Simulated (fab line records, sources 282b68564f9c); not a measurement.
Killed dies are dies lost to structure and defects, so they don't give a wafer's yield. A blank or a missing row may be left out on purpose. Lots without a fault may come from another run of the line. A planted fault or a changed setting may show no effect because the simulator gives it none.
Which tool did it? | flow rit_cmos | 14 lots, 42 wafers sampled, at 2 steps of a route of 202

WHAT THE GAUGES READ, wafer by wafer
RIT_NWELL_TW_MEAS_10.
lot  | measured    | on            | NWELL_TW
L582 | day 1 21:52 | film_metro-04 | 2145 2148 2159
L585 | day 2 12:37 | film_metro-03 | 2102 2090 2107
L586 | day 2 19:37 | film_metro-01 | 2157 2153 2162
L587 | day 2 22:01 | film_metro-04 | 2144 2138 2134
L588 | day 3 04:12 | film_metro-03 | 2107 2111 2112
L589 | day 3 07:53 | film_metro-04 | 2144 2134 2130
L590 | day 3 14:28 | film_metro-04 | 2145 2136 2138
L592 | day 3 23:20 | film_metro-04 | 2065 2068 2063
L594 | day 4 09:04 | film_metro-01 | 2138 2147 2140
L596 | day 4 21:28 | film_metro-03 | 2046 2048 2038 2044 2037 2036
L598 | day 5 07:11 | film_metro-04 | 2137 2150 2139
L603 | day 6 12:39 | film_metro-04 | 2149 2162 2157
L604 | day 6 16:11 | film_metro-03 | 2096 2092 2085
L605 | day 7 01:02 | film_metro-03 | 2098 2102 2105

WHICH TOOL RAN EACH LOT (tool, then ch and the chambers of the sampled wafers, then the start)
lot  | RIT_NWELL_DEVELOP_05
L582 | litho_track-01 ch 0, day 1 21:00
L585 | litho_track-02 ch 0, day 2 11:00
L586 | litho_track-02 ch 0, day 2 18:00
L587 | litho_track-01 ch 0, day 2 21:00
L588 | litho_track-01 ch 0, day 3 03:00
L589 | litho_track-02 ch 0, day 3 07:00
L590 | litho_track-02 ch 0, day 3 13:00
L592 | litho_track-02 ch 0, day 3 22:00
L594 | litho_track-01 ch 0, day 4 08:00
L596 | litho_track-02 ch 0, day 4 20:00
L598 | litho_track-04 ch 0, day 5 06:00
L603 | litho_track-04 ch 0, day 6 11:00
L604 | litho_track-01 ch 0, day 6 15:00
L605 | litho_track-01 ch 0, day 7 00:00
- RIT_NWELL_DEVELOP_05: develop time 68 s.

WHAT THE TOOLS THEMSELVES READ (means of the sampled wafers that have a number; where no wafer has one, the mark that the record gives instead)
The record holds no such reading with a usual standard deviation.

THE ANSWER, worked out from the rows above alone
Rule: what is usual is taken from the lots themselves. Put in order of their means at a reading, lots are off if they are a third of the lots or fewer, leave a main group of 4 or more, and stand apart from it by a gap of 3 or more times the standard deviation of the main group's means; of several such gaps the widest counts. A main group whose means are all the same, to the digits that the tables above print for the reading, isn't used. A lot without any number at a reading at which 4 lots or more have one is off too. The other lots that the step has rows for count as sound. The gauges are gone through in route order, then the tools' own readings, and for those a lot's mean is taken as printed above. The first step at which some lot is off is used, and at that step the reading that is off furthest; a lot without a number counts as furthest.
No lot is off at any reading shown: from this, nothing can be told.

WHAT THE SIMULATOR HAD PUT IN
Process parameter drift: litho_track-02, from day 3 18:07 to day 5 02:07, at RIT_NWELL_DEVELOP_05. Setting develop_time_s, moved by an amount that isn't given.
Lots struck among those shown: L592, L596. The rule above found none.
